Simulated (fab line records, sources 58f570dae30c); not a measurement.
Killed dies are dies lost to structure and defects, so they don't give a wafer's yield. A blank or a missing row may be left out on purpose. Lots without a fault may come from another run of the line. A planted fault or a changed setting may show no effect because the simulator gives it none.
Tool commonality check | flow berkeley_cmos170 | 14 lots, 42 wafers sampled

WHY IT WAS OPENED
At UCB170_SDANNEAL_RS_MEAS_02 the reading PSD_RS is flagged on 2 of 14 lots. Wafers without a fault read 75.53 ohm/sq, standard deviation 0.24.
Rule: a lot is flagged when every wafer of it that has a number lies more than 4 standard deviations from that mean, or none has a number. The other lots count as sound.

lot  | measured     | on            | PSD_RS (ohm/sq), wafer by wafer | flag
L241 | day 7 21:41  | film_metro-01 | 75.73 75.80 75.61               |
L240 | day 7 21:58  | film_metro-03 | 75.64 75.22 75.47               |
L239 | day 7 22:18  | film_metro-04 | 75.63 75.41 75.51               |
L242 | day 8 13:57  | film_metro-04 | 75.77 75.46 75.69               |
L245 | day 8 22:06  | film_metro-04 | 75.56 75.40 75.42               |
L248 | day 9 12:43  | film_metro-03 | 75.91 75.42 75.23               |
L246 | day 9 13:00  | film_metro-01 | 75.59 75.70 75.92               |
L249 | day 9 13:24  | film_metro-04 | 75.63 75.57 75.31               |
L247 | day 9 13:26  | film_metro-03 | 69.97 69.53 69.85               | FLAGGED
L252 | day 10 12:26 | film_metro-04 | 74.94 75.44 75.28               |
L251 | day 10 12:26 | film_metro-01 | 70.03 70.17 69.88               | FLAGGED
L258 | day 11 19:16 | film_metro-01 | 75.66 75.59 75.14               |
L259 | day 12 14:35 | film_metro-04 | 75.83 75.86 75.57               |
L262 | day 12 23:58 | film_metro-03 | 75.29 75.32 75.47               |
The numbers of the flagged lots are 69.91 ohm/sq on average: -5.62 ohm/sq against the usual, or -23 standard deviations.

WHICH TOOL RAN EACH LOT
The record holds 2 process steps before the reading, out of a route of 331 steps. In each cell: the tool, then ch and the chambers that the sampled wafers went through, then the start.
lot  | flag    | UCB170_PSD_STRIP_09                  | UCB170_SDANNEAL_RTA_01
L241 |         | plasma_asher-01 ch 0,1, day 7 17:58  | rtp_anneal-02 ch 0, day 7 21:38
L240 |         | plasma_asher-02 ch 0,1, day 7 18:29  | rtp_anneal-01 ch 0, day 7 21:53
L239 |         | plasma_asher-04 ch 0,1, day 7 18:41  | rtp_anneal-02 ch 0, day 7 22:14
L242 |         | plasma_asher-02 ch 1, day 8 09:46    | rtp_anneal-01 ch 0, day 8 13:53
L245 |         | plasma_asher-04 ch 0,1, day 8 17:55  | rtp_anneal-02 ch 0, day 8 22:02
L248 |         | plasma_asher-01 ch 0,1, day 9 07:49  | rtp_anneal-01 ch 0, day 9 12:38
L246 |         | plasma_asher-02 ch 0,1, day 9 08:23  | rtp_anneal-02 ch 0, day 9 12:57
L249 |         | plasma_asher-04 ch 0,1, day 9 08:08  | rtp_anneal-01 ch 0, day 9 13:20
L247 | FLAGGED | plasma_asher-02 ch 0,1, day 9 08:01  | rtp_anneal-02 ch 0, day 9 13:23
L252 |         | plasma_asher-01 ch 0,1, day 10 09:19 | rtp_anneal-01 ch 0, day 10 12:20
L251 | FLAGGED | plasma_asher-04 ch 0,1, day 10 09:10 | rtp_anneal-02 ch 0, day 10 12:22
L258 |         | plasma_asher-01 ch 0,1, day 11 16:15 | rtp_anneal-01 ch 0, day 11 19:12
L259 |         | plasma_asher-01 ch 0,1, day 12 10:51 | rtp_anneal-01 ch 0, day 12 14:31
L262 |         | plasma_asher-02 ch 0,1, day 12 20:44 | rtp_anneal-01 ch 0, day 12 23:53
What these steps do:
- UCB170_PSD_STRIP_09: strips in O2.
- UCB170_SDANNEAL_RTA_01: time 5 s.
- UCB170_SDANNEAL_RS_MEAS_02: measures by four-point-probe.

FLAGGED OVER TOTAL, TOOL BY TOOL (the gauges that took the reading come last)
step                       | tool            | lots run | flagged | share of the flagged lots | sound lots run after its first flagged lot
UCB170_PSD_STRIP_09        | plasma_asher-01 | 5        | 0       | none                      | -
UCB170_PSD_STRIP_09        | plasma_asher-02 | 5        | 1       | some                      | 2 (L246,L262)
UCB170_PSD_STRIP_09        | plasma_asher-04 | 4        | 1       | some                      | 0
UCB170_SDANNEAL_RTA_01     | rtp_anneal-01   | 8        | 0       | none                      | -
UCB170_SDANNEAL_RTA_01     | rtp_anneal-02   | 6        | 2       | all                       | 0
UCB170_SDANNEAL_RS_MEAS_02 | film_metro-01   | 4        | 1       | some                      | 1 (L258)
UCB170_SDANNEAL_RS_MEAS_02 | film_metro-03   | 4        | 1       | some                      | 1 (L262)
UCB170_SDANNEAL_RS_MEAS_02 | film_metro-04   | 6        | 0       | none                      | -

WHAT THE TABLE ALLOWS
1 row of the table ran every flagged lot: rtp_anneal-02 at UCB170_SDANNEAL_RTA_01.
- rtp_anneal-02 at UCB170_SDANNEAL_RTA_01: 2 of its 6 lots flagged. Its last sound lot is L246 (day 9 12:57), its first flagged lot L247 (day 9 13:23): a fault that began between those two fits.
One tool is left: rtp_anneal-02 at UCB170_SDANNEAL_RTA_01.

WHAT THE SIMULATOR HAD PUT IN
Process parameter drift: rtp_anneal-02, from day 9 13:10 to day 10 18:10, at UCB170_SDANNEAL_RTA_01. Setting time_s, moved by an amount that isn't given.
Lots struck among those shown: L247, L251. The rule above found the same.
